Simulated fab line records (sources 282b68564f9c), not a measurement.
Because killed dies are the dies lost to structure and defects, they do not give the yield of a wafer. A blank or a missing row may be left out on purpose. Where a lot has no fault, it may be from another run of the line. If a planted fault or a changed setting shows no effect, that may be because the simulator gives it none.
The tool behind it: which one? || flow ritCmos || 14 lots, 42 wafers sampled, at 1 step of a route of 202

WHAT THE GAUGES READ, wafer by wafer
No reading from a measuring or inspecting step in the record can be judged against a usual standard deviation.

EACH LOT AND THE TOOL THAT RAN IT (in order: tool; ch and the chambers of the sampled wafers; start)
{"lot": "L476", "RIT_ACTIVE_SOFTBAKE_07": "lithoTrack-04 ch 0, day 1 15:20"}
{"lot": "L477", "RIT_ACTIVE_SOFTBAKE_07": "lithoTrack-04 ch 0, day 1 20:26"}
{"lot": "L478", "RIT_ACTIVE_SOFTBAKE_07": "lithoTrack-01 ch 0, day 2 01:20"}
{"lot": "L480", "RIT_ACTIVE_SOFTBAKE_07": "lithoTrack-03 ch 0, day 2 09:57"}
{"lot": "L481", "RIT_ACTIVE_SOFTBAKE_07": "lithoTrack-04 ch 0, day 2 14:56"}
{"lot": "L482", "RIT_ACTIVE_SOFTBAKE_07": "lithoTrack-04 ch 0, day 2 20:59"}
{"lot": "L484", "RIT_ACTIVE_SOFTBAKE_07": "lithoTrack-01 ch 0, day 3 08:12"}
{"lot": "L488", "RIT_ACTIVE_SOFTBAKE_07": "lithoTrack-04 ch 0, day 4 03:55"}
{"lot": "L490", "RIT_ACTIVE_SOFTBAKE_07": "lithoTrack-04 ch 0, day 4 12:21"}
{"lot": "L492", "RIT_ACTIVE_SOFTBAKE_07": "lithoTrack-01 ch 0, day 5 00:28"}
{"lot": "L493", "RIT_ACTIVE_SOFTBAKE_07": "lithoTrack-03 ch 0, day 5 03:56"}
{"lot": "L495", "RIT_ACTIVE_SOFTBAKE_07": "lithoTrack-03 ch 0, day 5 13:43"}
{"lot": "L496", "RIT_ACTIVE_SOFTBAKE_07": "lithoTrack-03 ch 0, day 5 19:29"}
{"lot": "L499", "RIT_ACTIVE_SOFTBAKE_07": "lithoTrack-03 ch 0, day 6 08:53"}
- RIT_ACTIVE_SOFTBAKE_07: time 60 s.

AS READ BY THE TOOLS THEMSELVES (means over the sampled wafers that have a number; for cases with no such wafer, the mark the record gives instead)
RIT_ACTIVE_SOFTBAKE_07.
{"lot": "L476", "tool": "lithoTrack-04", "heaterPowerTotalW (W)": 34.54, "runLengthS (s)": 88.95}
{"lot": "L477", "tool": "lithoTrack-04", "heaterPowerTotalW (W)": 34.61, "runLengthS (s)": 88.82}
{"lot": "L478", "tool": "lithoTrack-01", "heaterPowerTotalW (W)": 34.55, "runLengthS (s)": 88.82}
{"lot": "L480", "tool": "lithoTrack-03", "heaterPowerTotalW (W)": 34.58, "runLengthS (s)": 89.02}
{"lot": "L481", "tool": "lithoTrack-04", "heaterPowerTotalW (W)": 34.56, "runLengthS (s)": 88.83}
{"lot": "L482", "tool": "lithoTrack-04", "heaterPowerTotalW (W)": 34.54, "runLengthS (s)": 88.88}
{"lot": "L484", "tool": "lithoTrack-01", "heaterPowerTotalW (W)": 34.59, "runLengthS (s)": 88.82}
{"lot": "L488", "tool": "lithoTrack-04", "heaterPowerTotalW (W)": 35.92, "runLengthS (s)": 81.60}
{"lot": "L490", "tool": "lithoTrack-04", "heaterPowerTotalW (W)": 35.95, "runLengthS (s)": 81.56}
{"lot": "L492", "tool": "lithoTrack-01", "heaterPowerTotalW (W)": 34.57, "runLengthS (s)": 88.80}
{"lot": "L493", "tool": "lithoTrack-03", "heaterPowerTotalW (W)": 34.56, "runLengthS (s)": 89.11}
{"lot": "L495", "tool": "lithoTrack-03", "heaterPowerTotalW (W)": 34.55, "runLengthS (s)": 89.09}
{"lot": "L496", "tool": "lithoTrack-03", "heaterPowerTotalW (W)": 34.56, "runLengthS (s)": 89.18}
{"lot": "L499", "tool": "lithoTrack-03", "heaterPowerTotalW (W)": 34.55, "runLengthS (s)": 89.21}

THE ANSWER, worked out from the rows above alone
Rule: the usual values come from the lots themselves. Put in order of their means at a reading, lots are off if they are a third of the lots or fewer, leave a main group of 4 or more, and stand apart from it by a gap of 3 or more times the standard deviation of the main group's means; of several such gaps the widest counts. The tables above print the reading to a certain number of digits; a main group whose means all agree to those digits is not used. Also off: a lot with no number at a reading for which 4 or more lots have one. Where the step has rows for the other lots, those lots are counted as sound. First the gauges in route order, then the tools' own readings, where a lot's mean is used as printed above. At the first step where some lot is off, the reading lying furthest off is the one used; lots without a number count as furthest.
Off, at RIT_ACTIVE_SOFTBAKE_07 on heaterPowerTotalW: L488, L490. Main group: mean 34.56 W, sd 0.02.
If a tool, at that step or one of the process steps before it, ran each lot that is off and ran no sound lot following the first of them, it fits. One fits: RIT_ACTIVE_SOFTBAKE_07 on lithoTrack-04. Its last sound lot is L482 (day 2 20:59), its first lot that is off L488 (day 4 03:55): a fault that began between those two fits.
The tool's own readings at RIT_ACTIVE_SOFTBAKE_07 bear it out: on the lots that are off they differ by more than 5 times the standard deviation of the sound lots' means. heaterPowerTotalW reads 35.94 W there against 34.56 W on the sound lots; runLengthS reads 81.58 s there against 88.96 s on the sound lots.

WHAT THE SIMULATOR PUT IN
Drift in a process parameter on lithoTrack-04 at RIT_ACTIVE_SOFTBAKE_07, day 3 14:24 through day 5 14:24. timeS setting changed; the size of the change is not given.
Lots struck among those shown: L488, L490. The rule above reached the same finding.
